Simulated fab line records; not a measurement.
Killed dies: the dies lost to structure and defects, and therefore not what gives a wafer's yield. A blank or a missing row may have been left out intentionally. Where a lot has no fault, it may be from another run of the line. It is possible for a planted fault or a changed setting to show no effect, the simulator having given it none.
2 desks looking at one fault | flow berkeley-cmos170 | each desk holds nothing but its own numbers, with what lay behind them at the end

== THE TOOL OWNER'S DESK: rtp-anneal-01 ==
At UCB170_SILICIDE_RTA_04 (time 15 s), the tool's own readings, given per lot that ran on this tool as the mean of the sampled wafers with a number. Any lot whose mean is over 4 standard deviations away from the usual mean is out of limits and marked OUT; that distance is given in the brackets.
Columns: A = chamber-o2-ppm at UCB170_SILICIDE_RTA_04, usual 2.000; B = lamp-power-pct at UCB170_SILICIDE_RTA_04, usual 12.9 %; C = wafer_temp_C_max at UCB170_SILICIDE_RTA_04, usual 652.2
lot  | first seen here | A                        | B    | C
L259 | day 9 02:11     | 1.996                    | 12.6 | 652.9
L260 | day 9 02:50     | 2.000                    | 12.6 | 652.7
L262 | day 10 05:26    | 1.996                    | 12.6 | 653.7
L265 | day 10 05:49    | 61.984 (+99 or more) OUT | 12.5 | 652.5
L267 | day 10 21:14    | 62.008 (+99 or more) OUT | 12.6 | 652.6
L270 | day 10 21:58    | 61.993 (+99 or more) OUT | 12.5 | 652.8
This desk finds L265, L267, L270 out of limits, L265 being first, at day 10 05:49 (chamber-o2-ppm at UCB170_SILICIDE_RTA_04). In limits: L259, L260, L262.

== AT THE METROLOGY DESK ==
What the gauges read, lot by lot, whatever tool the lot ran on: means of the sampled wafers that have a number. Any lot whose mean is over 4 standard deviations away from the usual mean is out of limits and marked OUT; that distance is given in the brackets.
Columns: A = SPACER_TEOS_THK at UCB170_SPACER_THK_MEAS_01, usual 376 nm
lot  | first seen here | A
L250 | day 6 23:52     | 376
L252 | day 7 11:56     | 384
L253 | day 7 19:36     | 369
L257 | day 8 02:36     | 374
L260 | day 8 15:12     | 373
L259 | day 8 15:23     | 370
L261 | day 8 15:50     | 370
L263 | day 9 14:31     | 374
L262 | day 9 14:56     | 375
L264 | day 9 15:12     | 371
L265 | day 9 15:22     | 380
L267 | day 10 08:59    | 380
L268 | day 10 09:44    | 370
L270 | day 10 09:44    | 378
L272 | day 11 03:26    | 377
Result from this desk: across the 15 lots, nothing is out of limits.

== ALL TOGETHER ==
The tool owner's desk had the chance to raise an alarm at day 10 05:49 on L265, L267, L270.
From the metrology desk's view, nothing was out of limits.
The metrology desk holds a record of L265, L267, L270, inside its limits.
UCB170_SILICIDE_RTA_04 was run on rtp-anneal-01 by each of the lots named.

== WHAT HAD BEEN PUT IN BY THE SIMULATOR ==
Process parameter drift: rtp-anneal-01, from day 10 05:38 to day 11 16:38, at UCB170_SILICIDE_RTA_04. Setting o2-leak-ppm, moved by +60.
Shown lots that were struck: L265, L267, L270.
Delay in hours, fault start to first out-of-limits reading, by desk: the tool owner's desk at 0.
